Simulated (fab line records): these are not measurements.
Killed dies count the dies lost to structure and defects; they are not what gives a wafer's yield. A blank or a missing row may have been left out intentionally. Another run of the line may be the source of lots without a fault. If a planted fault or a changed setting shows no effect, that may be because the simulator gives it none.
A struck lot beside a sound one | flow berkeley_cmos170 | 14 out of 331 route steps
Sound: the wafers L872.1, L872.3, L872.4. Struck: wafers L885.2, L885.3, L885.6. Last of all comes the cause.
At each step with rows: each side's tool, then ch and its chambers, then its first start. Under that, the readings that differ: sound wafers | struck wafers | difference of the means | sigmas: that difference in standard deviations of wafers without a fault.
alike: readings whose means differ by less than 2 such deviations, and words and numbers that are the same on both sides. not compared: withheld readings, readings that some wafer has no value for, bounds like >300 that may hide the same value, and numbers for which the record gives no deviation and whose values overlap.
Wherever a step has rows on one side only, a row that says differs or no value, or a row with sigmas, the two part there. Non-overlapping numbers with no deviation appear without sigmas and do not part them. A reading that every wafer of one side lacks parts them only if that side has two wafers or more.

first, 3 steps without rows for these wafers: UCB170_NVT_EXPOSE_03 (exposes mask PWELL, target cd 3000 nm); UCB170_NVT_PEB_04; UCB170_NVT_DEVELOP_05 (develop time 45 s).
UCB170_NVT_OVL_MEAS_06:
  sound: overlay-02 at day 6 07:15; struck: overlay-02 at day 9 00:00
  alike: NVT_OVL
after that, 1 step had no rows for these wafers: UCB170_NVT_IMPLANT_07.
UCB170_NVT_STRIP_08: strips in O2.
  sound on plasma_asher-02 ch 0,1, day 6 07:26; struck on plasma_asher-03 ch 0,1, day 9 00:11
  alike: drypump_motor_current_A, o2_flow_sccm, oes_product_au, strip_time_to_endpoint_s
  not compared: rf_hours_counter_h
UCB170_NVT_TW_MEAS_09:
  sound: film_metro-04 at day 6 07:32; struck: film_metro-01 at day 9 00:19
  reading | sound       | struck      | difference | sigmas
  NVT_TW  | 519 521 517 | 529 526 529 | +9         | +2
then, 5 steps without rows for these wafers: UCB170_NVT_CLEAN_10 (cleans in SPM, time 600 s); UCB170_PVT_HMDS_00 (prime time 60 s); UCB170_PVT_COAT_01 (resist thk 900 nm); UCB170_PVT_SOFTBAKE_02 (time 60 s); UCB170_PVT_EXPOSE_03 (exposes mask NWELL, target cd 3000 nm).
UCB170_PVT_PEB_04:
  struck on litho_track-03, day 9 02:12; sound on litho_track-04 ch 0, day 6 09:03
  no value came back on the struck wafers for chill_plate_temp_C (C), exhaust_pa (Pa); on the sound wafers chill_plate_temp_C (C) reads 22.96 22.98 23.09
then, 1 step without rows for these wafers: UCB170_PVT_DEVELOP_05 (develop time 45 s).

== WHERE THEY PART ==
Last at UCB170_PVT_PEB_04 as far as this record goes, first at UCB170_NVT_TW_MEAS_09.

WHY: whatever the simulator had introduced
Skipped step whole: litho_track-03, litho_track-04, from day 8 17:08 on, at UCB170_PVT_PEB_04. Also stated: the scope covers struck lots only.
